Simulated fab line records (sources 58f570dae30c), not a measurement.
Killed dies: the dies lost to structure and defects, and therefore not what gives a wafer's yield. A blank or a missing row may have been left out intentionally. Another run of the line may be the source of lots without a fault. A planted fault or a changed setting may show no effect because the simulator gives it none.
A struck lot beside a sound one	flow berkeley-cmos170	14 steps out of a route of 331
Sound: these wafers, L412.3, L412.4, L412.5. The struck wafers were L418.2, L418.4, L418.6. The cause is named last.
Order at every step that has rows: each side's tool, ch and its chambers, its first start. Under that, the readings that differ: sound wafers	struck wafers	difference of the means	sigmas: that difference in standard deviations of wafers without a fault.
alike: readings with means less than 2 such deviations apart, plus words and numbers identical on both sides. not compared: withheld readings, readings lacking a value on some wafer, bounds such as >300 that could conceal the same value, and numbers that have no deviation in the record and whose values overlap.
The two part at a step that has a row with sigmas, a row that says differs or no value, or rows on one side only. Numbers that have no deviation but don't overlap get no sigmas and don't part them. A reading that every wafer of one side lacks parts them only if that side has two wafers or more.

UCB170_PVT_TW_MEAS_09:
  struck on film-metro-04, day 8 21:19; sound on film-metro-02, day 7 14:48
  alike: PVT_TW
then, 1 step without rows for these wafers: UCB170_GATE_WET_ETCH_00 (etches SiO2 in dHF, time 200 s).
UCB170_FIELD_THK_MEAS_91:
  struck on film-metro-04, day 8 21:26; sound on film-metro-04, day 7 14:56
  alike: FIELD_OXIDE_LEFT_2_THK
then, 1 step without rows for these wafers: UCB170_GATE_OXIDATION_01 (target thk 6.6 nm, ox time 1800 s).
UCB170_GATE_THK_MEAS_02:
  struck on film-metro-01, day 9 04:34; sound on film-metro-01, day 7 17:14
  alike: GATE_OXIDE_THK
then, 2 steps without rows for these wafers: UCB170_GATE_ANNEAL_03 (time 1800 s); UCB170_GATE_CVD_04 (deposits poly-Si from SiH4, time 1440 s, target thk 214 nm).
UCB170_GATE_THK_MEAS_05:
  struck on film-metro-01, day 9 16:05; sound on film-metro-01, day 8 01:01
  alike: GATE_POLY_THK
then, 4 steps without rows for these wafers: UCB170_GATE_COAT_06; UCB170_GATE_COAT_07 (resist thk 900 nm); UCB170_GATE_SOFTBAKE_08 (time 60 s); UCB170_GATE_EXPOSE_09 (exposes mask POLY, target cd 350 nm).
UCB170_GATE_PEB_10:
  struck on litho-track-03, day 9 17:51; sound on litho-track-01 ch 0, day 8 02:05
  no value came back on the struck wafers for chill-plate-temp-C (C), exhaust-pa (Pa); on the sound wafers chill-plate-temp-C (C) reads 22.92 22.98 22.89
then, 1 step without rows for these wafers: UCB170_GATE_DEVELOP_11 (develop time 45 s).

== WHERE THEY PART ==
Only at UCB170_GATE_PEB_10, within this record.

WHY: what the simulator had put in
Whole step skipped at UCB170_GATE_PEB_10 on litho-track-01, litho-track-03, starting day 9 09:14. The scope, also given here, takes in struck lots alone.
